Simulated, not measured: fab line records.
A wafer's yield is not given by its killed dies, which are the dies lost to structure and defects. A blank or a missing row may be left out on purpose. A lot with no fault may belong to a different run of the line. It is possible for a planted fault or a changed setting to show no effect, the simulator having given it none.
The tool behind it: which one? | flow berkeley-cmos170 | 15 lots with 45 wafers sampled at 3 steps, on a route of 331 steps

## WHAT THE GAUGES SHOWED, per wafer
UCB170_M3_RS_MEAS_02: measurement is done with a four-point probe. Usual: M3_AL_RS 0.0322 ohm/sq, standard deviation 0.0004.
lot  | measured     | on            | M3_AL_RS (ohm/sq)                         | flag
L412 | day 7 22:14  | film-metro-04 | 0.0319 0.0324 0.0320                      |
L409 | day 7 22:28  | film-metro-03 | 0.0320 0.0325 0.0323                      |
L411 | day 8 02:32  | film-metro-03 | 0.0321 0.0327 0.0328                      |
L414 | day 9 09:10  | film-metro-04 | 0.0324 0.0320 0.0323                      |
L416 | day 9 13:32  | film-metro-02 | 0.0327 0.0327 0.0325                      |
L418 | day 9 13:48  | film-metro-04 | 0.0320 0.0320 0.0322                      |
L422 | day 10 16:52 | film-metro-03 | 0.0324 0.0321 0.0330                      |
L423 | day 10 18:10 | film-metro-04 | 0.0325 0.0318 0.0317                      |
L420 | day 10 19:29 | film-metro-04 | 0.0303 0.0304 0.0304 0.0303 0.0304 0.0304 | OFF
L424 | day 10 21:14 | film-metro-04 | 0.0301 0.0299 0.0300 0.0300 0.0299 0.0300 | OFF
L428 | day 11 06:46 | film-metro-03 | 0.0324 0.0328 0.0320                      |
L426 | day 11 08:12 | film-metro-04 | 0.0303 0.0302 0.0304 0.0303 0.0304 0.0304 | OFF
L429 | day 11 23:34 | film-metro-02 | 0.0322 0.0321 0.0326                      |
L431 | day 12 07:09 | film-metro-03 | 0.0322 0.0325 0.0328                      |
L430 | day 12 09:25 | film-metro-02 | 0.0318 0.0319 0.0318                      |

UCB170_M3_THK_MEAS_03: measures by xrf. Usual: M3_AL_THK 893 nm, standard deviation 12.
lot  | measured     | on            | M3_AL_THK (nm)          | flag
L412 | day 7 22:21  | film-metro-04 | 898 888 895             |
L409 | day 7 22:35  | film-metro-03 | 908 891 898             |
L411 | day 8 02:38  | film-metro-03 | 908 891 888             |
L414 | day 9 09:17  | film-metro-04 | 898 903 889             |
L416 | day 9 13:39  | film-metro-02 | 870 869 872             |
L418 | day 9 13:55  | film-metro-04 | 905 901 899             |
L422 | day 10 16:59 | film-metro-03 | 897 903 879             |
L423 | day 10 18:17 | film-metro-04 | 880 904 905             |
L420 | day 11 01:27 | film-metro-04 | 948 938 942 951 946 949 | OFF
L424 | day 11 02:04 | film-metro-04 | 962 964 964 960 960 958 | OFF
L428 | day 11 06:53 | film-metro-03 | 894 889 907             |
L426 | day 11 13:47 | film-metro-04 | 945 952 948 952 952 944 | OFF
L429 | day 11 23:40 | film-metro-02 | 889 891 876             |
L431 | day 12 07:16 | film-metro-03 | 897 892 882             |
L430 | day 12 09:32 | film-metro-02 | 903 895 898             |

## TOOL THAT RAN EACH LOT (tool first, then ch and the chambers of the sampled wafers, then the start)
lot  | UCB170_M3_SPUTTER_01
L412 | pvd-sputter-04, day 7 22:08
L409 | pvd-sputter-02, day 7 22:22
L411 | pvd-sputter-02, day 8 02:25
L414 | pvd-sputter-02, day 9 09:05
L416 | pvd-sputter-01, day 9 13:25
L418 | pvd-sputter-04, day 9 13:42
L422 | pvd-sputter-01, day 10 16:47
L423 | pvd-sputter-04, day 10 18:04
L420 | pvd-sputter-01, day 10 19:23
L424 | pvd-sputter-01, day 10 21:08
L428 | pvd-sputter-04, day 11 06:41
L426 | pvd-sputter-01, day 11 08:06
L429 | pvd-sputter-02, day 11 23:28
L431 | pvd-sputter-04, day 12 07:04
L430 | pvd-sputter-02, day 12 09:13
- UCB170_M3_SPUTTER_01: material Al, target thk 900 nm, time 120 s.

## WHAT THE TOOLS THEMSELVES READ (means of the sampled wafers that have a number; where no wafer has one, the mark that the record gives instead)
UCB170_M3_SPUTTER_01. Usual: throttle-valve-pct 29.7 %, standard deviation 0.51.
lot  | tool           | throttle-valve-pct (%) | flag
L412 | pvd-sputter-04 | 29.9                   |
L409 | pvd-sputter-02 | 29.5                   |
L411 | pvd-sputter-02 | 29.9                   |
L414 | pvd-sputter-02 | 29.5                   |
L416 | pvd-sputter-01 | 30.1                   |
L418 | pvd-sputter-04 | 29.6                   |
L422 | pvd-sputter-01 | 29.4                   |
L423 | pvd-sputter-04 | 29.7                   |
L420 | pvd-sputter-01 | 29.7                   |
L424 | pvd-sputter-01 | 30.0                   |
L428 | pvd-sputter-04 | 29.7                   |
L426 | pvd-sputter-01 | 30.1                   |
L429 | pvd-sputter-02 | 30.0                   |
L431 | pvd-sputter-04 | 29.6                   |
L430 | pvd-sputter-02 | 29.7                   |

## THE ANSWER, worked out from the rows above alone
Rule: take the mean of a lot's wafers that have a number; if it is more than 3 standard deviations from the usual mean, the lot is off. Also off: a lot with no number at a reading for which 4 or more lots have one. Any other lot the step has rows for is counted as sound. First the gauges in route order, then the tools' own readings, where a lot's mean is used as printed above. The first step at which some lot is off is used, and at that step the reading that is off furthest; a lot without a number counts as furthest.
Off: at UCB170_M3_RS_MEAS_02 (M3_AL_RS), L420, L424, L426.
A tool fits if, at a process step before that reading, it ran every lot that is off, and no sound lot after the first of them. Those tools and the gauges at UCB170_M3_RS_MEAS_02 are tried in the same way. Undecided on this evidence; 2 tools fit (pvd-sputter-01 at UCB170_M3_SPUTTER_01, film-metro-04 at UCB170_M3_RS_MEAS_02).

## WHAT THE SIMULATOR PUT IN
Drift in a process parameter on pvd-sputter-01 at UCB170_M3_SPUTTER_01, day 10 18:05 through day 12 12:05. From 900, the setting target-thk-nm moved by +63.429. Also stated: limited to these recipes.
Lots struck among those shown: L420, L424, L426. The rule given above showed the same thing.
